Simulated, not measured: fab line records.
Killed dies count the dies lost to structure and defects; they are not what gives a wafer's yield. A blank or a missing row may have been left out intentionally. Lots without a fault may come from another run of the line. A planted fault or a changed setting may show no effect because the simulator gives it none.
The tool behind it: which one? :: flow ritCmos :: Sampling: 13 lots, 39 wafers, 2 of 202 route steps

## WHAT THE GAUGES SHOWED, per wafer
Not one reading of a measure or inspect step in the record can be checked against a usual standard deviation.

## TOOL THAT RAN EACH LOT (tool first, then ch and the chambers of the sampled wafers, then the start)
lot: L518
RIT_PWELL_EXPOSE_03: ilineStepper-02 ch 0, day 2 00:49
RIT_M1_PROBE_99: -

lot: L519
RIT_PWELL_EXPOSE_03: ilineStepper-01 ch 0, day 2 07:33
RIT_M1_PROBE_99: -

lot: L521
RIT_PWELL_EXPOSE_03: ilineStepper-02 ch 0, day 2 14:55
RIT_M1_PROBE_99: -

lot: L524
RIT_PWELL_EXPOSE_03: ilineStepper-01 ch 0, day 3 05:20
RIT_M1_PROBE_99: -

lot: L525
RIT_PWELL_EXPOSE_03: ilineStepper-01 ch 0, day 3 18:13
RIT_M1_PROBE_99: -

lot: L526
RIT_PWELL_EXPOSE_03: ilineStepper-01 ch 0, day 3 21:41
RIT_M1_PROBE_99: -

lot: L528
RIT_PWELL_EXPOSE_03: ilineStepper-01 ch 0, day 4 05:26
RIT_M1_PROBE_99: -

lot: L529
RIT_PWELL_EXPOSE_03: ilineStepper-02 ch 0, day 4 10:34
RIT_M1_PROBE_99: -

lot: L534
RIT_PWELL_EXPOSE_03: ilineStepper-02 ch 0, day 5 09:01
RIT_M1_PROBE_99: -

lot: L538
RIT_PWELL_EXPOSE_03: ilineStepper-01 ch 0, day 6 05:52
RIT_M1_PROBE_99: -

lot: L539
RIT_PWELL_EXPOSE_03: ilineStepper-02 ch 0, day 6 15:32
RIT_M1_PROBE_99: prober-01, day 8 12:17

lot: L540
RIT_PWELL_EXPOSE_03: ilineStepper-02 ch 0, day 6 21:47
RIT_M1_PROBE_99: -

lot: L541
RIT_PWELL_EXPOSE_03: ilineStepper-02 ch 0, day 7 07:18
RIT_M1_PROBE_99: -
- RIT_PWELL_EXPOSE_03: exposes mask M3, target cd 43700 nm.
- RIT_M1_PROBE_99

## AS READ BY THE TOOLS THEMSELVES (means over the sampled wafers that have a number; for cases with no such wafer, the mark the record gives instead)
RIT_PWELL_EXPOSE_03.
lot: L518
tool: ilineStepper-02
stageVelMmS (mm/s): 500.22

lot: L519
tool: ilineStepper-01
stageVelMmS (mm/s): 500.03

lot: L521
tool: ilineStepper-02
stageVelMmS (mm/s): 500.00

lot: L524
tool: ilineStepper-01
stageVelMmS (mm/s): 500.27

lot: L525
tool: ilineStepper-01
stageVelMmS (mm/s): 499.89

lot: L526
tool: ilineStepper-01
stageVelMmS (mm/s): 500.12

lot: L528
tool: ilineStepper-01
stageVelMmS (mm/s): 499.91

lot: L529
tool: ilineStepper-02
stageVelMmS (mm/s): 499.87

lot: L534
tool: ilineStepper-02
stageVelMmS (mm/s): 499.89

lot: L538
tool: ilineStepper-01
stageVelMmS (mm/s): 500.03

lot: L539
tool: ilineStepper-02
stageVelMmS (mm/s): 500.08

lot: L540
tool: ilineStepper-02
stageVelMmS (mm/s): 499.77

lot: L541
tool: ilineStepper-02
stageVelMmS (mm/s): 500.15

RIT_M1_PROBE_99.
lot: L539
tool: prober-01
killedAtContacts: 0.3
killedAtFrontEnd: 7
killedDies: 8
killedOpen: 4.3
killedShort: 3.3

## THE ANSWER, worked out from the rows above alone
Rule: what is usual is taken from the lots themselves. Put in order of their means at a reading, lots are off if they are a third of the lots or fewer, leave a main group of 4 or more, and stand apart from it by a gap of 3 or more times the standard deviation of the main group's means; of several such gaps the widest counts. A main group whose means are all the same, to the digits that the tables above print for the reading, isn't used. A lot without any number at a reading at which 4 lots or more have one is off too. All remaining lots with rows at the step are treated as sound. First the gauges in route order, then the tools' own readings, where a lot's mean is used as printed above. At the first step where some lot is off, the reading lying furthest off is the one used; lots without a number count as furthest.
Across all readings shown, no lot is off: no conclusion can be drawn from this.

## WHAT HAD BEEN PUT IN BY THE SIMULATOR
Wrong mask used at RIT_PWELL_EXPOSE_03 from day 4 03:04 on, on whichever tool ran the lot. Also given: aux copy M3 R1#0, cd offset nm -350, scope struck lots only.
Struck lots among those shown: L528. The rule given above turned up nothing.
